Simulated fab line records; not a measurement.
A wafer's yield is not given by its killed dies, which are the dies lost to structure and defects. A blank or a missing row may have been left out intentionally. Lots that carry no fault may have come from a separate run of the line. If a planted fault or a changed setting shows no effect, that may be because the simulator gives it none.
Which tool is to blame? | flow rit-cmos | Sampling: 14 lots, 42 wafers, 2 of 202 route steps

## WHAT THE GAUGES SHOWED, per wafer
RIT_PSD_TW_MEAS_10. Usual: PSD_TW typically reads 3441, with standard deviation 22.
lot  | measured    | on            | PSD_TW         | flag
L957 | day 3 00:58 | film-metro-04 | 3433 3443 3453 |
L958 | day 3 06:45 | film-metro-02 | 3421 3442 3412 |
L959 | day 3 10:34 | film-metro-04 | 3458 3449 3462 |
L960 | day 3 15:57 | film-metro-04 | 3446 3457 3445 |
L961 | day 3 20:11 | film-metro-04 | 3438 3443 3428 |
L963 | day 4 08:05 | film-metro-03 | 3452 3460 3437 |
L966 | day 4 22:44 | film-metro-02 | 3433 3432 3426 |
L968 | day 5 07:43 | film-metro-02 | 3389 3415 3409 |
L969 | day 5 12:39 | film-metro-04 | 3459 3437 3462 |
L970 | day 5 19:05 | film-metro-03 | 3437 3474 3456 |
L971 | day 5 22:54 | film-metro-02 | 30 30 30       | OFF
L972 | day 6 03:29 | film-metro-02 | 3429 3423 3419 |
L974 | day 6 15:19 | film-metro-03 | 30 30 30       | OFF
L980 | day 8 00:53 | film-metro-04 | 3444 3438 3465 |

## EACH LOT AND THE TOOL THAT RAN IT (in order: tool; ch and the chambers of the sampled wafers; start)
lot  | RIT_PSD_DEVELOP_05
L957 | litho-track-02 ch 0, day 3 00:00
L958 | litho-track-02 ch 0, day 3 06:00
L959 | litho-track-02 ch 0, day 3 09:00
L960 | litho-track-04 ch 0, day 3 15:00
L961 | litho-track-03 ch 0, day 3 19:00
L963 | litho-track-04 ch 0, day 4 07:00
L966 | litho-track-04 ch 0, day 4 22:00
L968 | litho-track-03 ch 0, day 5 07:00
L969 | litho-track-03 ch 0, day 5 12:00
L970 | litho-track-02 ch 0, day 5 18:00
L971 | litho-track-03 ch 0, day 5 22:00
L972 | litho-track-04 ch 0, day 6 02:00
L974 | litho-track-03 ch 0, day 6 14:00
L980 | litho-track-02 ch 0, day 8 00:00
- RIT_PSD_DEVELOP_05: develop time 50 s.

## WHAT THE TOOLS THEMSELVES READ (means of the sampled wafers that have a number; where no wafer has one, the mark that the record gives instead)
RIT_PSD_DEVELOP_05. Usual: 22.98 C for chill-plate-temp-C, sd 0.091.
lot  | tool           | chill-plate-temp-C (C) | flag
L957 | litho-track-02 | 22.95                  |
L958 | litho-track-02 | 22.91                  |
L959 | litho-track-02 | 23.07                  |
L960 | litho-track-04 | 23.04                  |
L961 | litho-track-03 | 23.07                  |
L963 | litho-track-04 | 22.96                  |
L966 | litho-track-04 | 23.04                  |
L968 | litho-track-03 | 22.94                  |
L969 | litho-track-03 | 23.10                  |
L970 | litho-track-02 | 22.99                  |
L971 | litho-track-03 | 22.86                  |
L972 | litho-track-04 | 22.89                  |
L974 | litho-track-03 | 23.03                  |
L980 | litho-track-02 | 22.90                  |

## THE ANSWER, worked out from the rows above alone
Rule: lot off if the mean of its wafers having a number is beyond 3 standard deviations from the usual mean. Also off: a lot with no number at a reading for which 4 or more lots have one. Where the step has rows for the other lots, those lots are counted as sound. First the gauges in route order, then the tools' own readings, where a lot's mean is used as printed above. The first step at which some lot is off is used, and at that step the reading that is off furthest; a lot without a number counts as furthest.
Off: L971, L974, at RIT_PSD_TW_MEAS_10 (PSD_TW).
A tool fits if, at a process step before that reading, it ran every lot that is off, and no sound lot after the first of them. Gauges at RIT_PSD_TW_MEAS_10: tried the same way as those tools. One fits: RIT_PSD_DEVELOP_05 on litho-track-03. A fault onset in the window from L969 (day 5 12:00, its last sound lot) to L971 (day 5 22:00, its first lot off) fits.

## WHAT HAD BEEN PUT IN BY THE SIMULATOR
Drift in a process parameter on litho-track-03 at RIT_PSD_DEVELOP_05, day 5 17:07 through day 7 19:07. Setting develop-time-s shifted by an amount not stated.
Lots struck among those shown: L971, L974. The rule above reached the same finding.
